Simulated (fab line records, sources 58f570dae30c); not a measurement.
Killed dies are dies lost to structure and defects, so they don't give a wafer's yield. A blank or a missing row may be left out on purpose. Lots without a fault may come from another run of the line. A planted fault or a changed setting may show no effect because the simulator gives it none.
Which tool did it? | flow berkeley_cmos170 | 7 lots, 21 wafers sampled, at 1 step of a route of 331

WHAT THE GAUGES READ, wafer by wafer
UCB170_PWELL_OVL_MEAS_13.
lot  | measured    | on         | PWELL_OVL (nm)
L595 | day 4 22:55 | overlay-02 | 0 2 0
L596 | day 5 09:19 | overlay-02 | 6 2 1
L605 | day 6 10:31 | overlay-01 | 4 12 4
L602 | day 6 10:47 | overlay-02 | 0 7 1
L610 | day 7 03:44 | overlay-01 | -4 -8 -3
L613 | day 7 22:11 | overlay-02 | 3 -2 -4
L614 | day 8 04:26 | overlay-02 | -1 -7 -7

WHICH TOOL RAN EACH LOT (tool, then ch and the chambers of the sampled wafers, then the start)
The record holds no process step before these readings.

THE ANSWER, worked out from the rows above alone
Rule: what is usual is taken from the lots themselves. Put in order of their means at a reading, lots are off if they are a third of the lots or fewer, leave a main group of 4 or more, and stand apart from it by a gap of 3 or more times the standard deviation of the main group's means; of several such gaps the widest counts. A main group whose means are all the same, to the digits that the tables above print for the reading, isn't used. A lot without any number at a reading at which 4 lots or more have one is off too. The other lots that the step has rows for count as sound.
No lot is off at any reading shown: from this, nothing can be told.

WHAT THE SIMULATOR HAD PUT IN
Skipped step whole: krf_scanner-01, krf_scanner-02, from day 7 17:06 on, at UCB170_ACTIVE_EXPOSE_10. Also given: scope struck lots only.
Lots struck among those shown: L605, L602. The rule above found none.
